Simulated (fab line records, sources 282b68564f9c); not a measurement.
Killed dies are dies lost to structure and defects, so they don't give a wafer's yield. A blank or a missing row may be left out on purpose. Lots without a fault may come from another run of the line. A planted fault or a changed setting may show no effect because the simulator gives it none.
Which tool did it? | flow rit_cmos | 14 lots, 42 wafers sampled, at 2 steps of a route of 202

WHAT THE GAUGES READ, wafer by wafer
The record holds no reading of a measuring or inspecting step that can be judged against a usual standard deviation.

WHICH TOOL RAN EACH LOT (tool, then ch and the chambers of the sampled wafers, then the start)
lot  | RIT_CONTACT_CVD_00             | RIT_M1_PROBE_99
L115 | pecvd-01 ch 0,1,2, day 3 07:21 | prober-02, day 3 13:52
L116 | pecvd-04 ch 0,1, day 3 17:53   | prober-01, day 4 00:20
L117 | pecvd-03 ch 0,1,2, day 3 21:23 | prober-02, day 4 03:56
L119 | pecvd-04 ch 0,2, day 4 07:05   | prober-02, day 4 13:43
L123 | pecvd-01 ch 1,2, day 5 04:53   | -
L125 | pecvd-04 ch 0,1,2, day 5 12:33 | -
L131 | pecvd-04 ch 0,1,2, day 6 12:22 | prober-02, day 6 19:02
L132 | pecvd-03 ch 0,1,2, day 6 21:21 | prober-01, day 7 04:01
L133 | pecvd-01 ch 0,1, day 7 03:43   | prober-02, day 7 10:16
L134 | pecvd-04 ch 0,1, day 7 07:12   | prober-01, day 7 13:28
L135 | pecvd-03 ch 0,1,2, day 7 14:00 | prober-02, day 7 20:28
L136 | pecvd-01 ch 0,1,2, day 7 18:01 | prober-01, day 8 00:26
L137 | pecvd-04 ch 0,2, day 7 22:18   | prober-02, day 8 04:49
L138 | pecvd-03 ch 0,2, day 7 23:17   | prober-01, day 8 06:13
- RIT_CONTACT_CVD_00: deposits SiO2 from TEOS, target thk 400 nm, time 61 s.
- RIT_M1_PROBE_99

WHAT THE TOOLS THEMSELVES READ (means of the sampled wafers that have a number; where no wafer has one, the mark that the record gives instead)
RIT_CONTACT_CVD_00.
lot  | tool     | heater_power_w (W) | rf_fwd_power_W (W)
L115 | pecvd-01 | 305                | 396.3
L116 | pecvd-04 | 384                | 395.0
L117 | pecvd-03 | 252                | 395.0
L119 | pecvd-04 | 341                | 397.0
L123 | pecvd-01 | -                  | -
L125 | pecvd-04 | -                  | -
L131 | pecvd-04 | 337                | 396.1
L132 | pecvd-03 | 254                | 396.1
L133 | pecvd-01 | 312                | 395.6
L134 | pecvd-04 | 345                | 397.6
L135 | pecvd-03 | 291                | 396.2
L136 | pecvd-01 | 306                | 395.7
L137 | pecvd-04 | 344                | 396.9
L138 | pecvd-03 | 248                | 395.3

RIT_M1_PROBE_99.
lot  | tool      | defect_limited_yield (%) | killed_at_contacts | killed_at_front_end | killed_dies | killed_open | killed_short | sort_bin_3_pad_short (%) | sort_bin_5_function (%) | sort_bin_6_memory (%) | sort_n_pass | sort_yield_pct (%)
L115 | prober-02 | 97.1                     | 0.0                | 8                   | 8           | 4.0         | 3.7          | 0.3                      | 1.3                     | 1.4                   | 256         | 97.1
L116 | prober-01 | 97.3                     | 0.0                | 7                   | 7           | 2.7         | 3.3          | 0.3                      | 1.5                     | 0.9                   | 257         | 97.3
L117 | prober-02 | 97.1                     | 0.3                | 7                   | 8           | 4.0         | 3.7          | 0.0                      | 1.6                     | 1.3                   | 256         | 97.1
L119 | prober-02 | 97.0                     | 0.0                | 8                   | 8           | 2.7         | 4.0          | 0.1                      | 1.4                     | 1.5                   | 256         | 97.0
L131 | prober-02 | 96.0                     | 0.3                | 10                  | 11          | 4.3         | 6.3          | 0.4                      | 1.9                     | 1.8                   | 253         | 96.0
L132 | prober-01 | 97.5                     | 0.0                | 7                   | 7           | 2.3         | 4.3          | 0.3                      | 1.1                     | 1.1                   | 257         | 97.5
L133 | prober-02 | 96.4                     | 0.0                | 10                  | 10          | 5.7         | 4.0          | 0.0                      | 2.3                     | 1.4                   | 254         | 96.4
L134 | prober-01 | 97.9                     | 0.0                | 6                   | 6           | 3.7         | 2.0          | 0.1                      | 1.2                     | 0.8                   | 258         | 97.9
L135 | prober-02 | 98.5                     | 0.0                | 4                   | 4           | 2.3         | 1.7          | 0.0                      | 0.6                     | 0.9                   | 260         | 98.5
L136 | prober-01 | 96.2                     | 0.7                | 9                   | 10          | 3.3         | 6.7          | 0.0                      | 2.5                     | 1.3                   | 254         | 96.2
L137 | prober-02 | 98.0                     | 0.0                | 5                   | 5           | 2.3         | 3.0          | 0.0                      | 1.0                     | 1.0                   | 259         | 98.0
L138 | prober-01 | 98.1                     | 0.0                | 5                   | 5           | 3.0         | 2.0          | 0.0                      | 1.0                     | 0.9                   | 259         | 98.1

THE ANSWER, worked out from the rows above alone
Rule: what is usual is taken from the lots themselves. Put in order of their means at a reading, lots are off if they are a third of the lots or fewer, leave a main group of 4 or more, and stand apart from it by a gap of 3 or more times the standard deviation of the main group's means; of several such gaps the widest counts. A main group whose means are all the same, to the digits that the tables above print for the reading, isn't used. A lot without any number at a reading at which 4 lots or more have one is off too. The other lots that the step has rows for count as sound. The gauges are gone through in route order, then the tools' own readings, and for those a lot's mean is taken as printed above. The first step at which some lot is off is used, and at that step the reading that is off furthest; a lot without a number counts as furthest.
Off: L123, L125, at RIT_CONTACT_CVD_00 (heater_power_w). Without a number there: L123, L125. The main group: mean 310 W, standard deviation 41.
A tool fits if, at that step or a process step before it, it ran every lot that is off, and no sound lot after the first of them. None of those tried fits.

WHAT THE SIMULATOR HAD PUT IN
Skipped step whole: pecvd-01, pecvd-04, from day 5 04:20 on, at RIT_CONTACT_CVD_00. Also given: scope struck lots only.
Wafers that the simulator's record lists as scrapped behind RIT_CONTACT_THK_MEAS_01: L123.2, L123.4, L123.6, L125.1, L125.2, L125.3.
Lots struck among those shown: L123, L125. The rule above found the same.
